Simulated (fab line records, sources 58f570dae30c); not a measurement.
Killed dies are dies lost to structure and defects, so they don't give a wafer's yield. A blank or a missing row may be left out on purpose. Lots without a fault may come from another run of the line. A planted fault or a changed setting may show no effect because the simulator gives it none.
fab line records | flow berkeley_cmos170
record lots=13 wafers=39 last_day=11
route steps=331 shown NLDD@209 SILICIDE@214 V1@256
lots that met no fault: from a run of the same line without faults
start_h: hours from the record's first day to the start of the lot's first wafer shown | wait_h: hours since the lot's step before | " the same as in the row above | L1.1+2: a row that stands for several wafers | - no value, or no start given | * or withheld: withheld | < > ~ a bound
route shown NAME@n: a module of which the file shows steps, and the number in the route of the first | usual: mean/standard deviation of fault-free wafers | same: alike in all rows | chamber/n: place in a boat | sites: the reading at each site | _std_site: their standard deviation | _edge_site: outer sites' mean less inner sites' | radius_mm: how far each site lies from the wafer's centre | mask NAME#n: copy n | behind: the tool/chamber that last shaped the wafer | hold: why the lot was held/for how many hours/how that ended | device: the transistor (n, p or np) that didn't switch | end of line: the same wafers' tests at the end of the route | a step without rows: its recipe alone | killed: dies lost to structure and defects at the first sort, not the wafer's yield | map: a wafer's dies, x killed, . not, _ none there
set.NAME: the setting as run; set.NAME@STEP: as run at that earlier step | model.NAME: the simulator's own value behind a step, which no gauge read
steps of the route over a sample of lots; a table a step, a row a wafer
services: from which hour (start_h, from the record's first day; less than 0 if before it) a tool's chamber was out of use, for how many hours, and why
## steps
# step UCB170_SDANNEAL_RS_MEAS_05
# recipe thk_meas_gauge=four-point-probe
# usual NLDD_RS=616.5/1.6
# columns lot.wafer tool chamber start_h wait_h NLDD_RS[ohm/sq]
L390.1 film_metro-01 - 139.39 0.1 617.2
L390.2 " - " " 618.1
L390.3 " - " " 615.2
L389.1 film_metro-01 - 139.87 0.1 615.7
L389.3 " - " " 617.1
L389.6 " - " " 617.0
L391.1 film_metro-04 - 151.43 0.1 617.1
L391.5 " - " " 619.1
L391.6 " - " " 616.8
L392.1 film_metro-01 - 164.39 0.1 619.1
L392.3 " - " " 617.8
L392.6 " - " " 618.7
L394.1 film_metro-02 - 175.11 0.1 615.0
L394.2 " - " " 616.3
L394.3 " - " " 615.3
L396.2 film_metro-04 - 175.70 0.1 617.9
L396.3 " - " " 619.5
L396.5 " - " " 616.8
L405.2 film_metro-01 - 218.35 0.1 615.7
L405.4 " - " " 615.6
L405.6 " - " " 616.0
L407.2 film_metro-01 - 225.99 0.1 614.1
L407.3 " - " " 615.1
L407.4 " - " " 615.0
L408.1 film_metro-04 - 242.96 0.1 616.2
L408.3 " - " " 615.1
L408.5 " - " " 615.2
L411.2 film_metro-01 - 243.17 0.1 617.9
L411.3 " - " " 614.7
L411.6 " - " " 618.4
L409.1 film_metro-02 - 243.41 0.1 616.8
L409.4 " - " " 614.3
L409.5 " - " " 616.3
L412.1 film_metro-04 - 243.56 0.1 617.5
L412.2 " - " " 615.9
L412.4 " - " " 618.6
L410.2 film_metro-01 - 243.99 0.1 616.2
L410.5 " - " " 615.7
L410.6 " - " " 614.4
# step UCB170_SILICIDE_RTA_04
# recipe temp_c=650 time_s=15 ambient=N2
# usual lamp_power_pct=11.00/0.29 wafer_temp_C_max=653.3/0.64
# columns lot.wafer tool chamber start_h wait_h lamp_power_pct wafer_temp_C_max
L390.1 rtp_anneal-02 0 139.79 0.1 11.21 653.1
L390.2 " 0 " " 11.20 652.5
L390.3 " 0 " " 11.21 653.4
L389.1 rtp_anneal-02 0 140.27 0.1 11.22 652.2
L389.3 " 0 " " 11.20 653.5
L389.6 " 0 " " 11.19 654.1
L391.1 rtp_anneal-02 0 151.82 0.1 11.20 653.0
L391.5 " 0 " " 11.20 652.3
L391.6 " 0 " " 11.20 654.2
L392.1 rtp_anneal-02 0 164.78 0.1 11.20 652.9
L392.3 " 0 " " 11.20 654.4
L392.6 " 0 " " 11.20 653.4
L394.1 rtp_anneal-02 0 175.50 0.1 11.19 653.3
L394.2 " 0 " " 11.21 653.2
L394.3 " 0 " " 11.19 653.9
L396.2 rtp_anneal-02 0 176.09 0.1 11.21 653.6
L396.3 " 0 " " 11.19 653.5
L396.5 " 0 " " 11.20 653.0
L405.2 rtp_anneal-01 0 218.74 0.1 10.60 653.0
L405.4 " 0 " " 10.59 652.9
L405.6 " 0 " " 10.59 653.8
L407.2 rtp_anneal-02 0 226.38 0.1 11.21 652.3
L407.3 " 0 " " 11.22 652.8
L407.4 " 0 " " 11.21 652.7
L408.1 rtp_anneal-02 0 243.55 0.1 11.18 653.5
L408.3 " 0 " " 11.21 653.1
L408.5 " 0 " " 11.21 653.4
L411.2 rtp_anneal-01 0 243.72 0.1 10.59 653.4
L411.3 " 0 " " 10.59 652.9
L411.6 " 0 " " 10.60 652.9
L409.1 rtp_anneal-02 0 243.81 0.1 11.19 655.2
L409.4 " 0 " " 11.21 655.0
L409.5 " 0 " " 11.20 655.7
L412.1 rtp_anneal-01 0 243.99 0.1 10.60 653.1
L412.2 " 0 " " 10.59 651.6
L412.4 " 0 " " 10.60 653.1
L410.2 rtp_anneal-02 0 244.38 0.1 11.20 652.8
L410.5 " 0 " " 11.22 653.0
L410.6 " 0 " " 11.19 653.7
# step UCB170_V1_CMP_02
# recipe material=SiO2 down_force_psi=6 platen_rpm=60 pad_velocity_m_s=0.75398
# usual motor_current_A=16.4/1.4
# columns lot.wafer tool chamber start_h wait_h motor_current_A
L390.2 cmp-02 3 150.99 0.0 16.0
L390.1 " 0 " " 15.6
L390.3 " 2 " " 15.3
L389.1 cmp-02 0 156.17 0.1 15.8
L389.3 " 1 " " 17.0
L389.6 " 1 " " 18.6
L391.1 cmp-02 1 162.07 0.2 17.7
L391.6 " 2 " " 16.2
L391.5 " 3 " " 16.6
L392.1 cmp-01 3 175.46 0.1 17.5
L392.3 " 1 " " 18.2
L392.6 " 3 " " 17.8
L394.1 cmp-01 1 186.89 0.1 17.9
L394.3 " 3 " " 18.8
L394.2 " 0 " " 15.4
L396.3 cmp-02 2 186.89 0.0 15.7
L396.2 " 1 " " 17.0
L396.5 " 2 " " 16.0
L405.4 cmp-01 2 233.43 0.1 14.6
L405.2 " 0 " " 14.7
L405.6 " 2 " " 14.7
L407.3 cmp-01 2 236.74 0.0 15.0
L407.2 " 3 " " 17.8
L407.4 " 1 " " 17.8
L408.1 cmp-01 3 255.39 0.1 17.9
L408.3 " 1 " " 18.6
L408.5 " 0 " " 15.1
L411.2 cmp-02 0 255.39 0.0 16.2
L411.3 " 2 " " 15.5
L411.6 " 0 " " 16.2
L409.1 cmp-01 3 255.74 0.2 18.5
L409.4 " 1 " " 18.4
L409.5 " 2 " " 15.1
L412.1 cmp-02 2 255.74 0.2 16.6
L412.2 " 3 " " 15.8
L412.4 " 0 " " 15.5
L410.2 cmp-01 2 257.42 0.0 14.1
L410.5 " 2 " " 15.1
L410.6 " 3 " " 17.5
# step UCB170_V1_THK_MEAS_04
# recipe reads=SiO2_of_V1_CVD_00
# usual V1_POLISHED_THK=1000.1/1.6
# columns lot.wafer tool chamber start_h wait_h V1_POLISHED_THK[nm]
L390.1 film_metro-02 - 151.41 0.1 999.9
L390.2 " - " " 1000.7
L390.3 " - " " 1001.0
L389.1 film_metro-03 - 156.59 0.1 1001.1
L389.3 " - " " 998.5
L389.6 " - " " 999.0
L391.1 film_metro-03 - 162.34 0.1 997.6
L391.5 " - " " 999.5
L391.6 " - " " 998.7
L392.1 film_metro-01 - 175.83 0.1 1002.1
L392.3 " - " " 1001.5
L392.6 " - " " 1001.3
L394.1 film_metro-02 - 187.31 0.1 1000.5
L394.2 " - " " 1001.2
L394.3 " - " " 1001.9
L396.2 film_metro-01 - 187.32 0.1 998.4
L396.3 " - " " 751.2
L396.5 " - " " 750.9
L405.2 film_metro-03 - 233.81 0.1 1000.3
L405.4 " - " " 998.1
L405.6 " - " " 999.4
L407.2 film_metro-03 - 237.17 0.1 1001.2
L407.3 " - " " 998.3
L407.4 " - " " 999.2
L408.1 film_metro-03 - 255.81 0.1 1002.2
L408.3 " - " " 1000.7
L408.5 " - " " 1001.1
L411.2 film_metro-01 - 255.82 0.1 1001.8
L411.3 " - " " 1003.0
L411.6 " - " " 1001.5
L409.1 film_metro-02 - 256.11 0.1 1000.8
L409.4 " - " " 999.0
L409.5 " - " " 999.0
L412.1 film_metro-03 - 256.11 0.1 1001.2
L412.2 " - " " 999.2
L412.4 " - " " 1000.2
L410.2 film_metro-01 - 257.85 0.1 999.3
L410.5 " - " " 998.9
L410.6 " - " " 1001.9
# step UCB170_V1_ETCH_14
# recipe chemistry=CHF3/CF4/Ar target=SiO2 stop_on=Al CHF3_flow_sccm=45 cf4_flow_sccm=15 Ar_flow_sccm=150 pressure_mtorr=200 rf_w=700 target_depth_a=12500 over_etch_frac=0.25 time_s=291
# usual cf4_flow_sccm=15.00/0.044 drypump_motor_current_A=5.8/0.43 mfc_ar_sccm=150.0/0.53 oes_product_au=0.865/0.011 rf_fwd_power_W=698.0/1.9 throttle_valve_pct=6.99/0.11
# columns lot.wafer tool chamber start_h wait_h cf4_flow_sccm drypump_motor_current_A mfc_ar_sccm oes_product_au rf_fwd_power_W rf_hours_counter_h throttle_valve_pct
L390.1 rie_diel-04 3 152.77 0.0 15.07 5.3 150.1 0.875 698.7 13 6.78
L390.2 " 1 " " 14.96 6.3 150.0 0.852 700.6 18 7.00
L390.3 " 0 " " 14.98 5.9 149.8 0.853 694.0 16 7.02
L389.1 rie_diel-02 0 158.02 0.0 14.93 6.0 150.2 0.850 699.8 109 6.94
L389.3 " 1 " " 15.01 5.8 150.9 0.860 695.3 78 7.07
L389.6 " 2 " " 14.92 6.4 149.6 0.855 698.4 - 7.11
L391.1 rie_diel-01 1 164.39 0.0 14.99 5.0 150.6 0.860 700.6 134 7.11
L391.5 " 1 " " 15.06 5.0 150.1 0.868 700.3 - 7.11
L391.6 " 2 " " 15.02 5.7 151.2 0.884 700.1 - 6.98
L392.1 rie_diel-04 3 177.39 0.0 15.00 5.3 150.3 0.872 700.8 14 6.79
L392.3 " 0 " " 15.06 5.9 150.3 0.854 697.7 17 7.02
L392.6 " 0 " " 15.00 5.9 149.9 0.851 698.0 - 7.01
L394.1 rie_diel-04 2 189.53 0.0 15.00 6.3 150.3 0.895 696.3 142 6.98
L394.2 " 1 " " 14.94 6.4 149.3 0.850 699.2 20 7.01
L394.3 " 3 " " 14.99 5.3 149.9 0.872 697.3 15 6.78
L396.2 rie_diel-01 2 189.81 0.0 14.99 5.7 149.1 0.882 696.4 141 6.97
L396.3 " 1 " " 14.97 5.0 150.0 0.740 699.0 135 7.12
L396.5 " 2 " " 15.04 5.8 150.1 0.756 696.7 - 6.97
L405.2 rie_diel-02 0 238.61 0.0 15.01 6.0 150.5 0.855 696.4 113 6.93
L405.4 " 1 " " 15.03 5.9 149.4 0.866 699.6 81 7.06
L405.6 " 0 " " 15.03 6.0 149.7 0.854 698.6 - 6.91
L407.2 rie_diel-04 3 238.96 0.0 14.98 5.3 151.6 0.886 696.4 18 6.79
L407.3 " 1 " " 15.10 6.3 149.9 0.866 698.2 23 7.02
L407.4 " 0 " " 14.99 6.0 150.3 0.858 695.1 - 7.02
L411.2 rie_diel-02 0 257.46 0.0 15.06 6.0 150.1 0.853 696.0 114 6.91
L411.3 " 2 " " 15.01 6.4 150.2 0.842 695.7 16 7.11
L411.6 " 2 " " 14.99 6.4 150.6 0.855 695.2 - 7.11
L408.1 rie_diel-01 1 257.80 0.0 15.09 5.0 150.2 0.896 698.3 0 7.11
L408.3 " 0 " " 15.06 6.3 150.7 0.871 698.5 93 6.95
L408.5 " 1 " " 14.99 5.0 150.2 0.887 698.3 - 7.11
L409.1 rie_diel-02 2 258.28 0.0 14.97 6.4 149.1 0.864 695.7 16 7.12
L409.4 " 3 " " 14.96 5.5 149.5 0.857 698.4 37 7.16
L409.5 " 1 " " 14.93 5.8 149.7 0.862 699.9 - 7.08
L412.1 rie_diel-01 1 259.33 0.0 14.99 5.0 150.4 0.895 698.1 0 7.10
L412.2 " 2 " " 14.98 5.7 149.9 0.872 696.9 2 6.95
L412.4 " 0 " " 15.07 6.3 150.2 0.879 698.7 94 6.95
L410.2 rie_diel-04 0 260.17 0.0 15.07 6.0 149.4 0.863 695.8 22 7.03
L410.5 " 1 " " 15.00 6.3 151.1 0.862 699.9 - 6.99
L410.6 " 2 " " 15.04 6.3 149.7 0.862 700.1 - 6.99
# step UCB170_V1_CD_MEAS_90
# recipe target_cd_nm=700
# usual cd_nm=699.7/1.5
# columns lot.wafer tool chamber start_h wait_h cd_nm
L390.1 cd_sem-02 - 153.05 0.1 698.7
L390.2 " - " " 702.8
L390.3 " - " " 701.3
L389.1 cd_sem-01 - 158.30 0.1 698.6
L389.3 " - " " 699.5
L389.6 " - " " 699.4
L391.1 cd_sem-01 - 164.66 0.1 699.9
L391.5 " - " " 702.0
L391.6 " - " " 701.1
L392.1 cd_sem-01 - 177.67 0.1 700.9
L392.3 " - " " 700.1
L392.6 " - " " 698.8
L394.1 cd_sem-01 - 189.81 0.1 701.0
L394.2 " - " " 701.0
L394.3 " - " " 700.6
L396.2 cd_sem-01 - 190.11 0.1 700.0
L396.3 " - " " 700.2
L396.5 " - " " 701.0
L405.2 cd_sem-02 - 238.90 0.1 699.0
L405.4 " - " " 698.9
L405.6 " - " " 699.1
L407.2 cd_sem-01 - 239.26 0.1 701.1
L407.3 " - " " 699.8
L407.4 " - " " 698.8
L411.2 cd_sem-01 - 257.76 0.1 700.7
L411.3 " - " " 699.1
L411.6 " - " " 699.6
L408.1 cd_sem-01 - 258.08 0.1 699.6
L408.3 " - " " 697.2
L408.5 " - " " 699.1
L409.1 cd_sem-01 - 258.55 0.1 700.0
L409.4 " - " " 697.0
L409.5 " - " " 698.5
L412.1 cd_sem-02 - 259.61 0.1 698.5
L412.2 " - " " 697.6
L412.4 " - " " 697.8
L410.2 cd_sem-01 - 260.47 0.1 695.5
L410.5 " - " " 699.2
L410.6 " - " " 699.9
## services
# columns tool chamber start_h hours kind
cmp-02 - 119.81 1.5 repair
cmp-02 - 132.03 0.8 repair
cmp-01 - 132.96 0.3 repair
cmp-01 - 140.04 7.0 pm
rie_diel-01 0 156.01 6.6 repair
rie_diel-01 3 162.95 6.2 repair
rie_diel-02 1 168.39 8.0 repair
rie_diel-04 1 179.49 4.3 repair
cmp-02 - 190.14 2.2 repair
rie_diel-01 2 199.48 - clean
rie_diel-01 2 199.48 15.7 scheduled_down
rie_diel-01 2 199.48 15.7 vent_cycle
cmp-02 - 201.30 2.4 repair
rtp_anneal-02 - 210.76 2.5 repair
cmp-02 - 220.95 0.7 repair
cmp-02 - 232.00 4.0 pm
rie_diel-04 2 232.41 - clean
rie_diel-04 2 232.41 16.2 scheduled_down
rie_diel-04 2 232.41 16.2 vent_cycle
rie_diel-01 2 232.74 5.2 repair
rie_diel-02 - 233.14 2.8 pm
cmp-02 - 236.00 - consumable_replace:conditioner
cmp-02 - 236.00 - consumable_replace:pad
rie_diel-01 1 238.00 - clean
## key
first_sign step=UCB170_V1_THK_MEAS_04 reading=V1_POLISHED_THK direction=down sigmas=99+ usual=1000.1 struck=751.0
effect step=UCB170_V1_ETCH_14 reading=oes_product_au direction=down sigmas=11 usual=0.865 struck=0.748
met_at UCB170_V1_CMP_02
struck_lots L396
struck_wafers L396.3,L396.5
not_acting_at UCB170_SDANNEAL_RS_MEAS_05,UCB170_SILICIDE_RTA_04,UCB170_V1_CD_MEAS_90
onset_between 162.07 186.89
fault kind=process_parameter_drift tool=cmp-02 chamber=2 onset_h=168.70 steps=UCB170_V1_CMP_02 channel=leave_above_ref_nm offset=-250 shape=step end_h=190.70 acts_in=these_recipes_only stated=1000
